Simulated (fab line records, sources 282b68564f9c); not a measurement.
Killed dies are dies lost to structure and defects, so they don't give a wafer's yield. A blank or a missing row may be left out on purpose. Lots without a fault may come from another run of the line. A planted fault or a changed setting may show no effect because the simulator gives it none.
Which tool did it? | flow rit_cmos | 14 lots, 42 wafers sampled, at 2 steps of a route of 202

WHAT THE GAUGES READ, wafer by wafer
The record holds no reading of a measuring or inspecting step that can be judged against a usual standard deviation.

WHICH TOOL RAN EACH LOT (tool, then ch and the chambers of the sampled wafers, then the start)
lot  | RIT_NSD_IMPLANT_08             | RIT_M1_PROBE_99
L338 | implanter-03 ch 0, day 3 04:47 | -
L339 | implanter-02 ch 0, day 3 06:49 | -
L340 | implanter-03 ch 0, day 3 15:11 | -
L341 | implanter-02 ch 0, day 3 16:45 | -
L342 | implanter-02 ch 0, day 3 23:21 | -
L344 | implanter-03 ch 0, day 4 05:55 | -
L345 | implanter-02 ch 0, day 4 09:25 | -
L347 | implanter-02 ch 0, day 4 20:18 | -
L348 | implanter-03 ch 0, day 5 01:29 | -
L349 | implanter-02 ch 0, day 5 05:50 | prober-01, day 5 15:26
L355 | implanter-03 ch 0, day 6 12:08 | prober-01, day 6 22:12
L358 | implanter-03 ch 0, day 7 03:56 | -
L359 | implanter-04 ch 0, day 7 08:16 | -
L361 | implanter-02 ch 0, day 7 17:20 | -
- RIT_NSD_IMPLANT_08
- RIT_M1_PROBE_99

WHAT THE TOOLS THEMSELVES READ (means of the sampled wafers that have a number; where no wafer has one, the mark that the record gives instead)
RIT_NSD_IMPLANT_08. Usual: beam_energy_keV 25.000, standard deviation 0.0077.
lot  | tool         | beam_energy_keV | flag
L338 | implanter-03 | 25.000          |
L339 | implanter-02 | 24.995          |
L340 | implanter-03 | 24.998          |
L341 | implanter-02 | 25.007          |
L342 | implanter-02 | 25.000          |
L344 | implanter-03 | 25.003          |
L345 | implanter-02 | 25.001          |
L347 | implanter-02 | 25.002          |
L348 | implanter-03 | 25.011          |
L349 | implanter-02 | 25.006          |
L355 | implanter-03 | 23.563          | OFF
L358 | implanter-03 | 23.575          | OFF
L359 | implanter-04 | 24.988          |
L361 | implanter-02 | 24.999          |

RIT_M1_PROBE_99. Usual: killed_at_M0_to_M3 0.0, standard deviation 0.083; killed_at_contacts 0.1, standard deviation 0.24; killed_at_front_end 7.1, standard deviation 2.8; killed_dies 7.2, standard deviation 2.8; killed_open 3.6, standard deviation 2.1; killed_short 3.6, standard deviation 1.9.
lot  | tool      | killed_at_M0_to_M3 | killed_at_contacts | killed_at_front_end | killed_dies | killed_open | killed_short | flag
L349 | prober-01 | 0.0                | 0.0                | 5.0                 | 5.0         | 2.0         | 3.0          |
L355 | prober-01 | 0.0                | 0.0                | 9.0                 | 9.0         | 4.7         | 4.3          |

THE ANSWER, worked out from the rows above alone
Rule: a lot is off if the mean of its wafers that have a number lies more than 3 standard deviations from the usual mean. A lot without any number at a reading at which 4 lots or more have one is off too. The other lots that the step has rows for count as sound. The gauges are gone through in route order, then the tools' own readings, and for those a lot's mean is taken as printed above. The first step at which some lot is off is used, and at that step the reading that is off furthest; a lot without a number counts as furthest.
Off: L355, L358, at RIT_NSD_IMPLANT_08 (beam_energy_keV).
A tool fits if, at that step or a process step before it, it ran every lot that is off, and no sound lot after the first of them. One fits: implanter-03 at RIT_NSD_IMPLANT_08. Its last sound lot is L348 (day 5 01:29), its first lot that is off L355 (day 6 12:08): a fault that began between those two fits.
The tool's own readings at RIT_NSD_IMPLANT_08 bear it out: on the lots that are off they differ by more than 5 times the standard deviation of the sound lots' means. beam_energy_keV reads 23.569 there against 25.001 on the sound lots.

WHAT THE SIMULATOR HAD PUT IN
Process parameter drift: implanter-03, from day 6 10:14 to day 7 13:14, at RIT_NSD_IMPLANT_08. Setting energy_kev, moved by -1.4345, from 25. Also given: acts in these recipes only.
Lots struck among those shown: L355, L358. The rule above found the same.
